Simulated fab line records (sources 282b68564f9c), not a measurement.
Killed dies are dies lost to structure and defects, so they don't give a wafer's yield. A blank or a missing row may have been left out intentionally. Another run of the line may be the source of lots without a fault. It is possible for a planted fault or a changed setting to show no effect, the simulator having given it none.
A lot that was struck, set against a sound lot | flow rit_cmos | 15 steps out of a route of 202
Sound: the wafers L793.1, L793.2, L793.5. Struck: wafers L808.1, L808.2, L808.4. Last of all comes the cause.
Per side, at each step with rows, come the tool, then ch with its chambers, and then its first start. Under that, the readings that differ: sound wafers | struck wafers | difference of the means | sigmas: that difference in standard deviations of wafers without a fault.
alike: a reading whose means differ by less than 2 such deviations, as well as words and numbers matching on both sides. not compared: withheld readings; readings where some wafer has no value; bounds like >300 that might hide an equal value; numbers whose values overlap and for which the record gives no deviation.
The two part at a step that has a row with sigmas, a row that says differs or no value, or rows on one side only. When numbers do not overlap yet have no deviation, they are printed without sigmas and do not part them. Lack of a reading on every wafer of one side parts them only where that side has two or more wafers.

RIT_SILICIDE_RS_MEAS_02: a four-point-probe measurement.
  sound on film_metro-02 at day 3 06:38; struck on film_metro-02 at day 6 10:10
  alike: SILICIDE_TI_RS
RIT_SILICIDE_THK_MEAS_03: measures by xrf.
  sound on film_metro-02 at day 3 06:45; struck on film_metro-02 at day 6 10:17
  alike: SILICIDE_TI_THK
RIT_SILICIDE_RTA_04: time 10 s, ramp up 5 s, ramp down 5 s.
  sound on rtp_anneal-02 ch 0, day 3 06:49; struck on rtp_anneal-01 ch 0, day 6 10:20
  alike: chamber_o2_ppm, wafer_temp_C_max
then, 1 step without rows for these wafers: RIT_SILICIDE_WET_ETCH_05 (etches Ti in SPM, time 120 s).
RIT_SILICIDE_RTA_06: time 10 s, ramp up 5 s, ramp down 10 s.
  sound on rtp_anneal-01 ch 0, day 3 06:55; struck on rtp_anneal-02 ch 0, day 6 10:28
  alike: chamber_o2_ppm, wafer_temp_C_max
RIT_CONTACT_CVD_00: deposits SiO2 from TEOS, target thk 400 nm, time 62.35 s.
  sound on pecvd-02 ch 0,2, day 3 06:59; struck on pecvd-02 ch 0,1,2, day 6 10:31
  alike: heater_power_w
RIT_CONTACT_THK_MEAS_01:
  sound on film_metro-03 at day 3 07:02; struck on film_metro-01 at day 6 10:34
  alike: CONTACT_TEOS_THK
then, 5 steps without rows for these wafers: RIT_CONTACT_HMDS_02 (prime time 60 s); RIT_CONTACT_COAT_03 (resist thk 991.3 nm); RIT_CONTACT_SOFTBAKE_04 (time 60 s); RIT_CONTACT_EXPOSE_05 (exposes mask M11, target cd 1000 nm); RIT_CONTACT_PEB_06.
RIT_CONTACT_DEVELOP_07: develop time 120 s.
  sound on litho_track-01 ch 0, day 3 07:00; struck on litho_track-01 ch 0, day 6 11:00
  reading              | sound             | struck            | difference | sigmas
  developer_temp_C (C) | 22.91 23.01 23.06 | 23.73 23.76 23.80 | +0.77      | +8
RIT_CONTACT_CD_MEAS_08: the cd target is 1000 nm.
  sound on cd_sem-02 at day 3 08:11; struck on cd_sem-02 at day 6 11:36
  alike: cd_nm
RIT_M1_PROBE_99:
  sound on prober-01 at day 3 13:22; struck on prober-02 at day 6 18:13
  alike: killed_at_contacts, killed_at_front_end, killed_dies, killed_open, killed_short

== WHERE THEY PART ==
Only at RIT_CONTACT_DEVELOP_07, as far as this record shows. Later steps at which nothing parts them and some readings are alike: RIT_CONTACT_CD_MEAS_08, RIT_M1_PROBE_99.

WHY: what had been put in by the simulator
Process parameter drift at RIT_CONTACT_DEVELOP_07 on litho_track-01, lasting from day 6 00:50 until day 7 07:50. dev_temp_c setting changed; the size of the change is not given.
